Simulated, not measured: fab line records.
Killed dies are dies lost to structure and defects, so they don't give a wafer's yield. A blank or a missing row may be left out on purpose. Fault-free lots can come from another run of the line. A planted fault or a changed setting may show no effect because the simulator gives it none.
Struck lot and sound lot, side by side :: flow rit_cmos :: 13 out of 202 route steps
Sound: wafers L359.1, L359.3, L359.5. Wafers struck: L370.2, L370.4, L370.6. Last of all comes the cause.
Order at every step that has rows: each side's tool, ch and its chambers, its first start. Under that, the readings that differ: sound wafers :: struck wafers :: difference of the means :: sigmas: that difference in standard deviations of wafers without a fault.
alike: words and numbers the same on both sides, and readings whose means are apart by under 2 such deviations; not compared: readings that were withheld, readings missing a value for some wafer, numbers with overlapping values and no deviation given by the record, and bounds like >300 which may hide the same value.
Wherever a step has rows on one side only, a row that says differs or no value, or a row with sigmas, the two part there. When numbers do not overlap yet have no deviation, they are printed without sigmas and do not part them. Lack of a reading on every wafer of one side parts them only where that side has two or more wafers.

first, 1 step without rows for these wafers: RIT_SDANNEAL_CLEAN_02 (cleans in SC2, time 600 s).
RIT_SDANNEAL_RTA_03: time 5 s.
  sound on rtp_anneal-02 ch 0, day 3 02:43; struck on rtp_anneal-01 ch 0, day 5 09:20
  alike: anneal_temp_c_max, chamber_o2_ppm, wafer_temp_C_max
RIT_SDANNEAL_RS_MEAS_04: the measuring method here is four-point-probe.
  sound on film_metro-04, day 3 02:46; struck on film_metro-04, day 5 09:25
  alike: PSD_RS
RIT_SDANNEAL_RS_MEAS_05: the measuring method here is four-point-probe.
  sound on film_metro-04, day 3 02:53; struck on film_metro-04, day 5 09:32
  alike: NSD_RS
RIT_SDANNEAL_RS_MEAS_06: the measuring method here is four-point-probe.
  sound on film_metro-04, day 3 03:01; struck on film_metro-04, day 5 09:39
  alike: PLDD_RS
RIT_SDANNEAL_RS_MEAS_07: the measuring method here is four-point-probe.
  sound on film_metro-04, day 3 03:08; struck on film_metro-04, day 5 09:46
  alike: NLDD_RS
then, 1 step without rows for these wafers: RIT_SILICIDE_WET_ETCH_00 (etches SiO2 in BOE, target depth 14 nm, time 15 s).
RIT_SILICIDE_SPUTTER_01: material Ti, target thk 30 nm, time 240 s.
  sound on pvd_sputter-03, day 3 03:16; struck on pvd_sputter-04, day 5 09:54
  alike: cathode_dc_power_W, throttle_valve_pct
RIT_SILICIDE_RS_MEAS_02: the measuring method here is four-point-probe.
  sound on film_metro-03, day 3 03:25; struck on film_metro-03, day 5 10:04
  alike: SILICIDE_TI_RS
RIT_SILICIDE_THK_MEAS_03: measures by xrf.
  sound on film_metro-03, day 3 03:32; struck on film_metro-03, day 5 10:11
  alike: SILICIDE_TI_THK
RIT_SILICIDE_RTA_04: time 10 s, ramp up 5 s, ramp down 5 s.
  sound on rtp_anneal-01 ch 0, day 3 03:36; struck on rtp_anneal-02 ch 0, day 5 10:14
  alike: anneal_temp_c_max, chamber_o2_ppm, wafer_temp_C_max
then, 1 step without rows for these wafers: RIT_SILICIDE_WET_ETCH_05 (etches Ti in SPM, time 120 s).
RIT_SILICIDE_RTA_06: time 10 s, ramp up 5 s, ramp down 10 s.
  sound on rtp_anneal-02 ch 0, day 3 03:42; struck on rtp_anneal-01, day 5 10:21
  no value came back on the struck wafers for anneal_temp_c_max, chamber_o2_ppm, wafer_temp_C_max; on the sound wafers anneal_temp_c_max reads 753.3 753.9 753.7

## WHERE THEY PART
Only at RIT_SILICIDE_RTA_06, within this record.

WHY: what the simulator had put in
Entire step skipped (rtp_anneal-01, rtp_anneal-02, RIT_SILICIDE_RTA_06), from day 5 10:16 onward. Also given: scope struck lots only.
